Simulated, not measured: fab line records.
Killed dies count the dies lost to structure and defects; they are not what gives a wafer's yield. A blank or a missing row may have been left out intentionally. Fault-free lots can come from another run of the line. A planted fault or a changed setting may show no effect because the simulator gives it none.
Split-lot experiment -- flow berkeley-cmos170 -- 5 lots, 27 wafers read, on a route of 331 steps

## SPLIT DETAILS
At UCB170_M1_SPUTTER_00 (material Al, target thk 600 nm, time 80 s), the setting time-s was moved away from the recipe's 80 s on 9 of the 27 wafers read, by -55.9% to +19.3%. For the rest of the wafers, this setting stayed at what the recipe calls for.

## FROM THE SPLIT TO THE READING: what the file shows between them, 5 steps
- UCB170_M1_RS_MEAS_01: measures by four-point-probe
- UCB170_M1_THK_MEAS_02: measures by xrf
- UCB170_M1_COAT_03
- UCB170_M1_COAT_04: resist thk 900 nm
- UCB170_M1_ETCH_11: etches BARC in N2/H2

## THE READING
oes-product-au, in a.u., at UCB170_M1_METAL_ETCH_12 (etches Al in Cl2/BCl3, stops on PSG, target depth 780 nm, time 130 s). A value of 0.850 a.u. with a standard deviation of 0.015 a.u. is what fault-free wafers of this fab line usually give.

wafer,"tool, chamber at the split","time-s as run, s",against the recipe,"oes-product-au, a.u.",against lot-mates on the recipe
L076.1,"pvd-sputter-04, -",80,recipe,0.822,-
L076.2,"pvd-sputter-04, -",80,recipe,0.876,-
L076.3,"pvd-sputter-04, -",80,recipe,0.865,-
L076.4,"pvd-sputter-04, -",80,recipe,0.821,-
L076.5,"pvd-sputter-04, -",80,recipe,0.868,-
L076.6,"pvd-sputter-04, -",80,recipe,0.821,-
L078.1,"pvd-sputter-01, -",80,recipe,0.850,-
L078.2,"pvd-sputter-01, -",80,recipe,0.857,-
L078.3,"pvd-sputter-01, -",95.4,+19.3%,0.953,+0.103
L078.4,"pvd-sputter-01, -",80,recipe,0.843,-
L078.5,"pvd-sputter-01, -",95.4,+19.3%,0.955,+0.105
L078.6,"pvd-sputter-01, -",95.4,+19.3%,0.925,+0.075
L080.1,"pvd-sputter-02, -",40.05,-49.9%,0.603,-0.239
L080.2,"pvd-sputter-02, -",40.05,-49.9%,0.612,-0.230
L080.3,"pvd-sputter-02, -",80,recipe,0.839,-
L080.4,"pvd-sputter-02, -",40.05,-49.9%,0.608,-0.234
L080.5,"pvd-sputter-02, -",80,recipe,0.847,-
L080.6,"pvd-sputter-02, -",80,recipe,0.841,-
L082.1,"pvd-sputter-01, -",80,recipe,0.883,-
L082.2,"pvd-sputter-01, -",80,recipe,0.832,-
L082.3,"pvd-sputter-01, -",80,recipe,0.834,-
L085.1,"pvd-sputter-01, -",80,recipe,0.855,-
L085.2,"pvd-sputter-01, -",35.29,-55.9%,0.598,-0.263
L085.3,"pvd-sputter-01, -",35.29,-55.9%,0.574,-0.287
L085.4,"pvd-sputter-01, -",80,recipe,0.855,-
L085.5,"pvd-sputter-01, -",80,recipe,0.872,-
L085.6,"pvd-sputter-01, -",35.29,-55.9%,0.588,-0.273

THE FIT
A straight line over all 27 wafers: oes-product-au changes by +0.00478 a.u. for each +1% of time-s; r = +0.99; the points scatter about the line by 0.017 a.u.
The same after taking each lot's own level away (the mean of its wafers on the recipe; 27 wafers): +0.00482 a.u. for each +1%; r = +0.99; scatter 0.016 a.u.
According to that fit, moving time-s by its largest amount changes the reading by 0.27 a.u.
The lots' own levels span 0.8423 to 0.8607 a.u., that is 1.2 times the standard deviation above.
So the lot-to-lot level changes the slope little: the two slopes agree.
Check: with one of the wafers moved furthest among these (-55.9%) left out of the fit, the line predicts -0.271 a.u. for it against its lot-mates. It came out at -0.263 a.u. against them.

## OTHER SPLITS APPLIED TO THESE WAFERS
These wafers also went through other splits before the reading. Each is held against what the fit with the lots' levels taken away leaves over:
other split on the same wafers,wafers away from the commonest value,r with oes-product-au (lot level and that fit taken away)
UCB170_PWELL_OXIDATION_02 ox-time-s,6,+0.09
UCB170_SILICIDE_SPUTTER_01 time-s,12,-0.10

## THE WHOLE CHAIN: every reading that the file lists as answering this split, in the file's order
step,what it does,reading,change (the file's fit),r (the file's)
UCB170_M1_SPUTTER_00,"material Al, target thk 600 nm, time 80 s","Al_of_M1_SPUTTER_00.thk-nm (the simulator's own value, which no gauge read)",+6 nm for each +1% of the setting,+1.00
UCB170_M1_RS_MEAS_01,measures by four-point-probe,M1_AL_RS,-0.00102 for each +1% of the setting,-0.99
UCB170_M1_THK_MEAS_02,measures by xrf,M1_AL_THK,+6.04 for each +1% of the setting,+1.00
UCB170_M1_METAL_ETCH_12,"etches Al in Cl2/BCl3, stops on PSG, target depth 780 nm, time 130 s",oes-product-au,+0.00482 a.u. for each +1% of the setting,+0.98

## THE FILE'S OWN FIT
oes-product-au changes by +0.00482 a.u. for each +1% of time-s, r = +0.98.
